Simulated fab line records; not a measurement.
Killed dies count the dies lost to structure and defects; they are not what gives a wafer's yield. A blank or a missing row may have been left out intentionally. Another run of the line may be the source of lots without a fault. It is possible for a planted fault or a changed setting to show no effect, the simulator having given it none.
fab line records	flow rit-cmos
record: lots: 15	wafers: 45	last-day: 7
route steps=202 shown GATE@91
lots that met no fault: from a run of the same line without faults
start-h: start of the lot's first displayed wafer, in hours after the record's first day	wait-h: how many hours have passed since the lot's step before this one	" same as the row above	L1.1+2: several wafers, shown together as one row	- value missing, or start not given	* or withheld: withheld	< > ~ a bound
route shown NAME@n: NAME is a module with steps in the file, n the number in the route of the first one	usual: mean/standard deviation of fault-free wafers	same: alike in all rows	chamber/n: place in a boat	sites: readings site by site	_std_site: standard deviation across them	_edge_site: inner sites' mean taken away from outer sites' mean	radius-mm: for every site, how far away it sits from the centre of the wafer	mask NAME#n: copy n	behind: the last tool/chamber to shape the wafer	hold: why the lot went on hold/how many hours it stayed there/how the hold came to an end	device: whichever transistor did not switch (one of n, p or np)	end of line: the same wafers' tests at the end of the route	a step with no rows: only its recipe	killed: count of dies lost to structure and defects at first sort (not the wafer's yield)	map: a wafer's dies, x killed, . not, _ none there
set.NAME: the setting as run; set.NAME@STEP: as run at that earlier step	model.NAME: the simulator's own value behind a step, which no gauge read
the route's steps for a sample of lots (tables are steps, rows are wafers)
== steps ==
step: RIT_GATE_DEVELOP_15
recipe: resist: NOVOLAK	develop-time-s: 50	dev-temp-c: 23
usual: chill-plate-temp-C: 22.99/0.11	develop-time-s: 50/0
lot.wafer	tool	chamber	start-h	wait-h	chill-plate-temp-C	develop-time-s
L951.4	litho-track-01	0	35	-	22.85	50
L951.5	"	0	"	"	22.99	50
L951.6	"	0	"	"	22.96	50
L953.2	litho-track-01	0	46	-	22.89	50
L953.4	"	0	"	"	23.07	50
L953.5	"	0	"	"	23.14	50
L954.1	litho-track-04	0	51	-	23.13	50
L954.5	"	0	"	"	23.08	50
L954.6	"	0	"	"	23.13	50
L956.1	litho-track-03	-	65	-	-	-
L956.4	"	-	"	"	-	-
L956.6	"	-	"	"	-	-
L957.3	litho-track-03	-	68	-	-	-
L957.5	"	-	"	"	-	-
L957.6	"	-	"	"	-	-
L958.2	litho-track-03	-	73	-	-	-
L958.3	"	-	"	"	-	-
L958.4	"	-	"	"	-	-
L959.1	litho-track-03	0	80	-	22.85	50
L959.3	"	0	"	"	22.95	50
L959.4	"	0	"	"	23.03	50
L964.2	litho-track-04	0	101	-	22.92	50
L964.4	"	0	"	"	22.91	50
L964.5	"	0	"	"	22.95	50
L967.1	litho-track-04	0	123	-	23.06	50
L967.3	"	0	"	"	23.04	50
L967.6	"	0	"	"	22.96	50
L968.2	litho-track-03	0	126	-	22.95	50
L968.5	"	0	"	"	22.93	50
L968.6	"	0	"	"	22.92	50
L969.2	litho-track-03	0	127	-	22.90	50
L969.4	"	0	"	"	22.85	50
L969.5	"	0	"	"	22.73	50
L970.1	litho-track-01	0	133	-	22.94	50
L970.2	"	0	"	"	23.03	50
L970.3	"	0	"	"	22.93	50
L971.1	litho-track-03	0	141	-	23.19	50
L971.2	"	0	"	"	23.18	50
L971.3	"	0	"	"	23.06	50
L973.1	litho-track-01	0	151	-	23.02	50
L973.2	"	0	"	"	23.16	50
L973.5	"	0	"	"	22.98	50
L974.1	litho-track-03	0	156	-	23.19	50
L974.2	"	0	"	"	22.93	50
L974.4	"	0	"	"	22.91	50
== key ==
first-sign: step: RIT_GATE_DEVELOP_15	reading: tool-record	direction: missing
effect none on later readings
met-at RIT_GATE_DEVELOP_15
struck-lots L956,L957,L958
later-rows-left-out L956.1,L956.4,L956.6,L957.3,L957.5,L957.6,L958.2,L958.3,L958.4
sort-left-out L956.1,L956.4,L956.6,L957.3,L957.5,L957.6,L958.2,L958.3,L958.4
tester-left-out L956,L957,L958
loop-trim: step: RIT_GATE_EXPOSE_13	setting: dose	lots: L956,L957,L958
fault: kind: skipped-step-whole	tool: litho-track-03	chamber: -	onset-h: 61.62	steps: RIT_GATE_DEVELOP_15	scope: struck-lots-only
tester-left-out: of these lots the tester's yield and bins aren't shown, on N5 and GAA mostly nor the transistor test; their killed dies are dies lost to structure and defects alone, not to doping, threshold or leakage, so they don't give the yield
sort-left-out: the simulated sort isn't trusted on such a fault, so these wafers' sort isn't shown, and their yield isn't known
later-rows-left-out: the simulator's readings of these wafers behind a module that went badly wrong aren't trusted and aren't shown, but for the sort
loop-trim: a control loop set the setting to another value than it would have without faults
